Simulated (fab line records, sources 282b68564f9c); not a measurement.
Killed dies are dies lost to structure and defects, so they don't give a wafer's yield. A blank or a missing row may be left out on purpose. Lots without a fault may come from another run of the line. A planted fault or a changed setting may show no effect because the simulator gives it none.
fab line records | flow rit_cmos | part 2 of 2: steps 28 to 38 of 38
record lots=5 wafers=15 last_day=7
route steps=202 shown NSD@131 PSD@142 SDANNEAL@153 PLDD@159 NLDD@160 SILICIDE@161 CONTACT@168
lots that met no fault: from a run of the same line without faults
start_h: hours from the record's first day to the start of the lot's first wafer shown | wait_h: hours since the lot's step before | " the same as in the row above | L1.1+2: a row that stands for several wafers | - no value, or no start given | * or withheld: withheld | < > ~ a bound
route shown NAME@n: a module of which the file shows steps, and the number in the route of the first | usual: mean/standard deviation of fault-free wafers | same: alike in all rows | chamber/n: place in a boat | sites: the reading at each site | _std_site: their standard deviation | _edge_site: outer sites' mean less inner sites' | radius_mm: how far each site lies from the wafer's centre | mask NAME#n: copy n | behind: the tool/chamber that last shaped the wafer | hold: why the lot was held/for how many hours/how that ended | device: the transistor (n, p or np) that didn't switch | end of line: the same wafers' tests at the end of the route | a step without rows: its recipe alone | killed: dies lost to structure and defects at the first sort, not the wafer's yield | map: a wafer's dies, x killed, . not, _ none there
set.NAME: the setting as run; set.NAME@STEP: as run at that earlier step | model.NAME: the simulator's own value behind a step, which no gauge read
lots at some steps of the route; a table a step, a row a wafer
services: from which hour (start_h, from the record's first day; less than 0 if before it) a tool's chamber was out of use, for how many hours, and why
## steps
# step RIT_SDANNEAL_RS_MEAS_05
# recipe thk_meas_gauge=four-point-probe
# usual NSD_RS=84.49/0.29
# columns lot.wafer tool chamber start_h wait_h NSD_RS[ohm/sq]
L075.1 film_metro-02 - 57.15 0.1 84.49
L075.3 " - " " 84.79
L075.5 " - " " 84.61
L078.2 film_metro-04 - 73.85 0.1 84.92
L078.4 " - " " 84.80
L078.5 " - " " 84.65
L086.1 film_metro-03 - 108.93 0.1 84.69
L086.4 " - " " 84.44
L086.5 " - " " 84.89
L093.1 film_metro-03 - 145.23 0.1 84.45
L093.5 " - " " 84.39
L093.6 " - " " 84.30
L094.3 film_metro-02 - 150.46 0.1 84.82
L094.4 " - " " 84.44
L094.6 " - " " 84.48
# step RIT_SDANNEAL_RS_MEAS_06
# recipe thk_meas_gauge=four-point-probe
# usual PLDD_RS=178.4/0.45
# columns lot.wafer tool chamber start_h wait_h PLDD_RS[ohm/sq]
L075.1 film_metro-02 - 57.27 0.1 178.5
L075.3 " - " " 178.3
L075.5 " - " " 178.3
L078.2 film_metro-04 - 73.97 0.1 178.2
L078.4 " - " " 178.7
L078.5 " - " " 179.0
L086.1 film_metro-03 - 109.05 0.1 177.9
L086.4 " - " " 177.9
L086.5 " - " " 177.8
L093.1 film_metro-03 - 145.35 0.1 178.7
L093.5 " - " " 178.7
L093.6 " - " " 179.4
L094.3 film_metro-02 - 150.58 0.1 178.8
L094.4 " - " " 179.1
L094.6 " - " " 179.6
# step RIT_SDANNEAL_RS_MEAS_07
# recipe thk_meas_gauge=four-point-probe
# usual NLDD_RS=151.5/0.69
# columns lot.wafer tool chamber start_h wait_h NLDD_RS[ohm/sq]
L075.1 film_metro-02 - 57.39 0.1 151.4
L075.3 " - " " 151.7
L075.5 " - " " 152.0
L078.2 film_metro-04 - 74.09 0.1 152.1
L078.4 " - " " 152.1
L078.5 " - " " 152.2
L086.1 film_metro-03 - 109.17 0.1 151.8
L086.4 " - " " 151.8
L086.5 " - " " 151.7
L093.1 film_metro-03 - 145.47 0.1 151.7
L093.5 " - " " 151.2
L093.6 " - " " 151.8
L094.3 film_metro-02 - 150.70 0.1 151.6
L094.4 " - " " 151.7
L094.6 " - " " 151.1
# step RIT_SILICIDE_WET_ETCH_00
# recipe chemistry=BOE target=SiO2 target_depth_nm=14 time_s=15 dry=n2_spin dilution=10:1 temp_c=21.5
# columns lot.wafer tool chamber start_h wait_h
L075.1+3+5 wet_bench-01 3 57.51 0.1
L078.2+4+5 wet_bench-03 1 74.19 0.1
L086.1+4+5 wet_bench-01 3 109.29 0.1
L093.1+5+6 wet_bench-02 3 145.59 0.1
L094.3+4+6 wet_bench-02 3 150.78 0.1
# step RIT_SILICIDE_SPUTTER_01
# recipe material=Ti target_thk_nm=30 power_w=350 chamber_pressure_pa=0.6962 gas=Ar time_s=240 substrate_temp_c=25
# usual cathode_dc_power_W=350.00/0.059 throttle_valve_pct=30.0/0.74
# columns lot.wafer tool chamber start_h wait_h cathode_dc_power_W throttle_valve_pct
L075.1 pvd_sputter-03 - 57.52 0.0 350.07 29.7
L075.3 " - " " 350.09 30.3
L075.5 " - " " 349.98 29.7
L078.2 pvd_sputter-04 - 74.20 0.0 350.08 31.2
L078.4 " - " " 349.94 29.8
L078.5 " - " " 350.05 30.1
L086.1 pvd_sputter-04 - 109.30 0.0 350.12 30.0
L086.4 " - " " 349.98 29.7
L086.5 " - " " 349.95 30.1
L093.1 pvd_sputter-02 - 145.60 0.0 350.05 30.8
L093.5 " - " " 350.00 29.3
L093.6 " - " " 350.11 30.9
L094.3 pvd_sputter-04 - 150.79 0.0 349.99 31.0
L094.4 " - " " 349.95 29.6
L094.6 " - " " 350.01 29.8
# step RIT_SILICIDE_RS_MEAS_02
# recipe thk_meas_gauge=four-point-probe reads=Ti_of_SILICIDE_SPUTTER_01
# usual SILICIDE_TI_RS=52.6/0.74
# columns lot.wafer tool chamber start_h wait_h SILICIDE_TI_RS[ohm/sq]
L075.1 film_metro-01 - 57.67 0.1 52.3
L075.3 " - " " 51.8
L075.5 " - " " 52.5
L078.2 film_metro-01 - 74.37 0.1 52.9
L078.4 " - " " 53.3
L078.5 " - " " 52.8
L086.1 film_metro-04 - 109.45 0.1 53.7
L086.4 " - " " 53.2
L086.5 " - " " 54.0
L093.1 film_metro-01 - 145.75 0.1 52.2
L093.5 " - " " 52.3
L093.6 " - " " 52.6
L094.3 film_metro-01 - 150.98 0.1 52.1
L094.4 " - " " 51.6
L094.6 " - " " 51.7
# step RIT_SILICIDE_THK_MEAS_03
# recipe thk_meas_gauge=xrf reads=Ti_of_SILICIDE_SPUTTER_01
# usual SILICIDE_TI_THK=29.1/0.32
# columns lot.wafer tool chamber start_h wait_h SILICIDE_TI_THK[nm]
L075.1 film_metro-01 - 57.79 0.1 29.2
L075.3 " - " " 29.4
L075.5 " - " " 29.2
L078.2 film_metro-01 - 74.48 0.1 29.0
L078.4 " - " " 28.9
L078.5 " - " " 29.2
L086.1 film_metro-04 - 109.57 0.1 28.8
L086.4 " - " " 28.9
L086.5 " - " " 28.6
L093.1 film_metro-01 - 145.87 0.1 29.2
L093.5 " - " " 29.1
L093.6 " - " " 29.1
L094.3 film_metro-01 - 151.08 0.1 29.2
L094.4 " - " " 29.4
L094.6 " - " " 29.4
# step RIT_SILICIDE_RTA_04
# recipe temp_c=650 time_s=10 idle_temp_c=25 ramp_up_s=5 ramp_down_s=5 cool_to_c=25 ambient=N2
# usual wafer_temp_C_max=652.3/0.62
# columns lot.wafer tool chamber start_h wait_h wafer_temp_C_max
L075.1 rtp_anneal-02 0 57.85 0.1 654.0
L075.3 " 0 " " 653.1
L075.5 " 0 " " 652.3
L078.2 rtp_anneal-01 0 74.54 0.1 651.4
L078.4 " 0 " " 652.0
L078.5 " 0 " " 652.4
L086.1 rtp_anneal-01 0 109.63 0.1 651.6
L086.4 " 0 " " 651.4
L086.5 " 0 " " 651.7
L093.1 rtp_anneal-02 0 145.93 0.1 652.1
L093.5 " 0 " " 653.3
L093.6 " 0 " " 653.2
L094.3 rtp_anneal-01 0 151.14 0.1 651.9
L094.4 " 0 " " 651.5
L094.6 " 0 " " 651.9
# step RIT_SILICIDE_WET_ETCH_05
# recipe chemistry=SPM target=Ti temp_c=90 time_s=120 dry=n2_spin
# columns lot.wafer tool chamber start_h wait_h
L075.1+3+5 wet_bench-01 1 57.99 0.1
L078.2+4+5 wet_bench-03 1 74.60 0.0
L086.1+4+5 wet_bench-03 2 109.70 0.1
L093.1+5+6 wet_bench-01 2 146.00 0.1
L094.3+4+6 wet_bench-02 0 151.19 0.0
# step RIT_SILICIDE_RTA_06
# recipe temp_c=750 time_s=10 idle_temp_c=25 ramp_up_s=5 ramp_down_s=10 cool_to_c=25 ambient=N2
# usual wafer_temp_C_max=752.8/0.68
# columns lot.wafer tool chamber start_h wait_h wafer_temp_C_max
L075.1 rtp_anneal-01 0 58.03 0.0 752.2
L075.3 " 0 " " 752.9
L075.5 " 0 " " 753.0
L078.2 rtp_anneal-02 0 74.65 0.0 752.5
L078.4 " 0 " " 753.0
L078.5 " 0 " " 752.9
L086.1 rtp_anneal-02 0 109.74 0.0 753.5
L086.4 " 0 " " 753.0
L086.5 " 0 " " 752.3
L093.1 rtp_anneal-01 0 146.04 0.0 752.3
L093.5 " 0 " " 752.7
L093.6 " 0 " " 753.5
L094.3 rtp_anneal-02 0 151.25 0.0 753.7
L094.4 " 0 " " 753.9
L094.6 " 0 " " 753.9
# step RIT_CONTACT_CVD_00
# recipe material=SiO2 target_thk_nm=400 precursor=TEOS temp_c=390 time_s=61 rf_w=400
# usual heater_power_w=300/53
# columns lot.wafer tool chamber start_h wait_h heater_power_w
L075.1 pecvd-02 0 58.10 0.1 353
L075.3 " 2 " " 254
L075.5 " 2 " " 264
L078.2 pecvd-02 0 74.70 0.0 271
L078.4 " 1 " " 329
L078.5 " 2 " " 293
L086.1 pecvd-01 2 109.81 0.1 252
L086.4 " 1 " " 363
L086.5 " 2 " " 262
L093.1 pecvd-04 1 146.10 0.1 236
L093.5 " 2 " " 273
L093.6 " 0 " " 310
L094.3 pecvd-01 2 151.30 0.0 231
L094.4 " 1 " " 389
L094.6 " 0 " " 429
## services
# columns tool chamber start_h hours kind
pecvd-02 0 30.70 4.4 repair
implanter-04 - 36.05 80.3 repair
plasma_asher-04 - 38.69 1.9 repair
iline_stepper-02 - 39.99 1.7 pm
pvd_sputter-04 - 53.22 0.9 repair
plasma_asher-04 - 55.52 12.9 repair
iline_stepper-01 - 57.26 2.1 pm
plasma_asher-01 - 61.46 1.8 repair
implanter-01 - 87.70 0.8 repair
implanter-04 - 95.03 3.4 repair
implanter-01 - 96.47 4.0 repair
plasma_asher-03 - 96.68 6.2 repair
plasma_asher-02 - 108.75 9.0 pm
implanter-04 - 111.67 1.7 repair
implanter-04 - 116.35 11.3 pm
pecvd-01 - 120.12 14.6 pm
pecvd-02 0 123.28 4.9 repair
implanter-03 - 123.77 4.4 pm
implanter-03 - 124.83 2.8 repair
implanter-04 - 127.63 4.0 pm
plasma_asher-01 - 128.92 8.7 repair
implanter-04 - 131.66 2.2 pm
pecvd-01 2 138.03 4.8 repair
implanter-03 - 145.00 1.8 repair
